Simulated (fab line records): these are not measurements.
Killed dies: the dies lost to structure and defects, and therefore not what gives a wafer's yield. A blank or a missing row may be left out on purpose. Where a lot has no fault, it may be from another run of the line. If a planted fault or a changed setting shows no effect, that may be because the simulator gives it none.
Problem report in the 8D (eight disciplines) form, filled by code :: flow berkeley_cmos170 :: the parts of the form that need people (team, actions taken, sign-off) are left out

1. THE ISSUE
Mean NVT_TW at UCB170_NVT_TW_MEAS_09: 30.0 over 6 wafers in 2 lots; fault-free wafers: 527.0, standard deviation 2.8. So: -99 or more standard deviations from the usual mean.
First observed at day 9 03:46: wafer L601.3, on film_metro-01. The record has a number at this step for 42 wafers belonging to 14 lots. Rule for "out" (also "out of limits"): further than 4 standard deviations from the usual mean. The rest of the wafers with a number are treated as sound.

2. WHAT THIS IS AND IS NOT
question: which readings at this step
is: NVT_TW
is not: -

question: which lots
is: L601, L608
is not: L585, L586, L587, L588, L589, L590, L591, L593, L594, L595, L596, L607

question: which wafers of those lots
is: all that have a number
is not: -

question: read on which gauges
is: film_metro-01, film_metro-03
is not: film_metro-02

question: when
is: from day 9 03:46
is not: up to then (33 sound wafers); but 3 sound wafers of L607 came after

3. WHAT RULES OUT EACH SUSPECT
Counting: a tool at any process step up to the reading remains a suspect when it ran all the lots that are out and ran no sound lot after the first of those.
- ruled out: the gauge at UCB170_NVT_TW_MEAS_09. 2 gauges (film_metro-01, film_metro-03) read the wafers that are out.
- litho_track-04 at UCB170_NVT_DEVELOP_05 (develop time 45 s): kept. All lots that are out passed through it, beginning with L601 at day 9 03:00, and no sound lot followed; its final sound lot before that point was L596 at day 8 00:00.
Left after counting: litho_track-04 at UCB170_NVT_DEVELOP_05.

4. THE CAUSE (what the simulator had put in)
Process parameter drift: litho_track-04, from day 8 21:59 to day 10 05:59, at UCB170_NVT_DEVELOP_05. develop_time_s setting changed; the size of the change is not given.
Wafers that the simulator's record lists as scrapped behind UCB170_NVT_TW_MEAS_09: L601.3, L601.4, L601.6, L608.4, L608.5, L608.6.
After counting, this tool was the only one left.

5. SEQUENCE OF EFFECTS, ordered by route
One row per reading whose mean, taken over the struck wafers that have a number, lies over 3 standard deviations from the usual. Only readings whose record carries a usual standard deviation are examined. hours: median over the lots of the time between each lot's start at the first step of this table that gives one and its start at this step. sigmas: the change, counted in usual standard deviations.
hours: 0
step: UCB170_NVT_TW_MEAS_09
reading: NVT_TW
usual: 527.0
on struck wafers: 30.0
change: -497.0
sigmas: -99 or more

6. HOW IT WOULD HAVE BEEN CAUGHT EARLIER
The first out-of-limits reading at a measuring or inspecting step in this record came at day 9 03:46, 6 hours after the fault's start at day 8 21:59.
Tool readings at UCB170_NVT_DEVELOP_05 with a usual standard deviation given in the record: none out on any struck wafer, hence no alarm at a limit of 4 standard deviations on them.
L608, from the lots that are out (2), started UCB170_NVT_DEVELOP_05 on litho_track-04 later than day 9 03:46. It would have been spared by a hold on the tool at that moment.
